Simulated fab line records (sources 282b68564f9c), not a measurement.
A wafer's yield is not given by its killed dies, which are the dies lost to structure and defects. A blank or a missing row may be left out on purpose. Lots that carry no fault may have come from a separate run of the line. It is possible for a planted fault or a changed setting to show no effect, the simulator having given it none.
The tool behind it: which one?	flow rit-cmos	15 lots with 45 wafers sampled at 2 steps, on a route of 202 steps

## WHAT THE GAUGES SHOWED, per wafer
No reading from a measuring or inspecting step in the record can be judged against a usual standard deviation.

## TOOL THAT RAN EACH LOT (tool first, then ch and the chambers of the sampled wafers, then the start)
lot	RIT_GATE_COAT_11	RIT_M1_PROBE_99
L839	litho-track-04 ch 0, day 2 23:17	prober-01, day 3 21:37
L840	litho-track-04 ch 0, day 3 03:07	prober-02, day 4 04:01
L841	litho-track-02 ch 0, day 3 11:57	prober-01, day 4 09:39
L842	litho-track-04 ch 0, day 3 13:00	prober-02, day 4 12:46
L843	litho-track-02 ch 0, day 3 14:28	prober-02, day 4 14:13
L845	litho-track-01 ch 0, day 4 01:44	prober-02, day 4 23:52
L847	litho-track-02 ch 0, day 4 15:09	prober-02, day 5 11:53
L848	litho-track-02 ch 0, day 4 18:55	prober-01, day 5 17:31
L849	litho-track-01 ch 0, day 4 20:19	prober-02, day 5 19:04
L851	litho-track-02 ch 0, day 5 05:56	prober-02, day 6 03:16
L852	litho-track-02 ch 0, day 5 10:22	prober-01, day 6 08:26
L854	litho-track-02 ch 0, day 5 22:42	prober-02, day 6 21:14
L859	litho-track-01 ch 0, day 6 23:16	prober-01, day 7 22:12
L861	litho-track-01 ch 0, day 7 08:00	prober-01, day 8 06:50
L862	litho-track-04 ch 0, day 7 16:31	prober-02, day 8 13:23
- RIT_GATE_COAT_11: resist thk 850 nm.
- RIT_M1_PROBE_99

## AS READ BY THE TOOLS THEMSELVES (means over the sampled wafers that have a number; for cases with no such wafer, the mark the record gives instead)
RIT_GATE_COAT_11. Usual: chill-plate-temp-C 23.00 C, standard deviation 0.11; spin-speed-rpm 4249.9 rpm, standard deviation 2.3.
lot	tool	chill-plate-temp-C (C)	spin-speed-rpm (rpm)	flag
L839	litho-track-04	22.99	4248.9	
L840	litho-track-04	23.11	4250.5	
L841	litho-track-02	23.04	4248.6	
L842	litho-track-04	22.94	4249.5	
L843	litho-track-02	22.96	4250.1	
L845	litho-track-01	22.90	4250.6	
L847	litho-track-02	22.90	4250.1	
L848	litho-track-02	23.10	4248.2	
L849	litho-track-01	22.91	4250.3	
L851	litho-track-02	23.05	3993.7	OFF
L852	litho-track-02	22.91	3990.5	OFF
L854	litho-track-02	23.10	3995.2	OFF
L859	litho-track-01	22.89	4251.5	
L861	litho-track-01	22.96	4248.3	
L862	litho-track-04	22.86	4248.4	

RIT_M1_PROBE_99. Usual: killed_at_M0_to_M3 0.0 (standard deviation 0.14); killed-at-contacts 0.1 (standard deviation 0.27); killed-at-front-end 6.5 (standard deviation 2.8); killed-dies 6.6 (standard deviation 2.8); killed-on-rim 1.7 (standard deviation 1.3); killed-open 3.5 (standard deviation 2); killed-short 3.2 (standard deviation 1.8).
lot	tool	killed_at_M0_to_M3	killed-at-contacts	killed-at-front-end	killed-dies	killed-on-rim	killed-open	killed-short	flag
L839	prober-01	0.0	0.3	6.0	6.3	2.3	2.7	3.7	
L840	prober-02	0.0	0.0	11.7	11.7	3.3	6.7	5.0	
L841	prober-01	0.0	0.0	8.0	8.0	3.0	5.0	3.0	
L842	prober-02	0.0	0.0	7.3	7.3	2.3	4.3	3.0	
L843	prober-02	0.0	0.3	4.7	5.0	1.3	2.3	2.7	
L845	prober-02	0.0	0.0	6.0	6.0	1.3	3.7	2.0	
L847	prober-02	0.0	0.0	6.0	6.0	1.0	2.3	3.3	
L848	prober-01	0.3	0.0	5.7	6.0	1.7	3.3	2.7	
L849	prober-02	0.0	0.3	7.3	7.7	3.0	4.0	3.7	
L851	prober-02	0.0	0.0	6.0	6.0	0.7	2.0	4.0	
L852	prober-01	0.0	0.3	5.3	5.7	2.0	2.7	3.0	
L854	prober-02	0.0	0.0	7.0	7.0	1.7	3.7	3.3	
L859	prober-01	0.0	0.0	7.3	7.3	1.0	4.0	3.3	
L861	prober-01	0.0	0.0	8.0	8.0	2.7	4.0	4.0	
L862	prober-02	0.0	0.0	3.0	3.0	0.7	1.7	1.3	

## THE ANSWER, worked out from the rows above alone
Rule: lot off if the mean of its wafers having a number is beyond 3 standard deviations from the usual mean. Also off: a lot with no number at a reading for which 4 or more lots have one. Any other lot the step has rows for is counted as sound. First the gauges in route order, then the tools' own readings, where a lot's mean is used as printed above. The first step at which some lot is off is used, and at that step the reading that is off furthest; a lot without a number counts as furthest.
Off at RIT_GATE_COAT_11 (spin-speed-rpm): L851, L852, L854.
If a tool, at that step or one of the process steps before it, ran each lot that is off and ran no sound lot following the first of them, it fits. One candidate fits, namely litho-track-02 at RIT_GATE_COAT_11. A fault onset in the window from L848 (day 4 18:55, its last sound lot) to L851 (day 5 05:56, its first lot off) fits.
The tool's own readings at RIT_GATE_COAT_11 bear it out: on the lots that are off they differ by more than 5 times the standard deviation of the sound lots' means. spin-speed-rpm reads 3993.1 rpm there against 4249.6 rpm on the sound lots.

## WHAT THE SIMULATOR HAD PUT IN
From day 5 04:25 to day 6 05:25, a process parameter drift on litho-track-02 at RIT_GATE_COAT_11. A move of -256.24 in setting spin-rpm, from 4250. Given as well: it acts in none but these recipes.
Struck lots among those shown: L851, L852, L854. This agrees with what the rule above found.
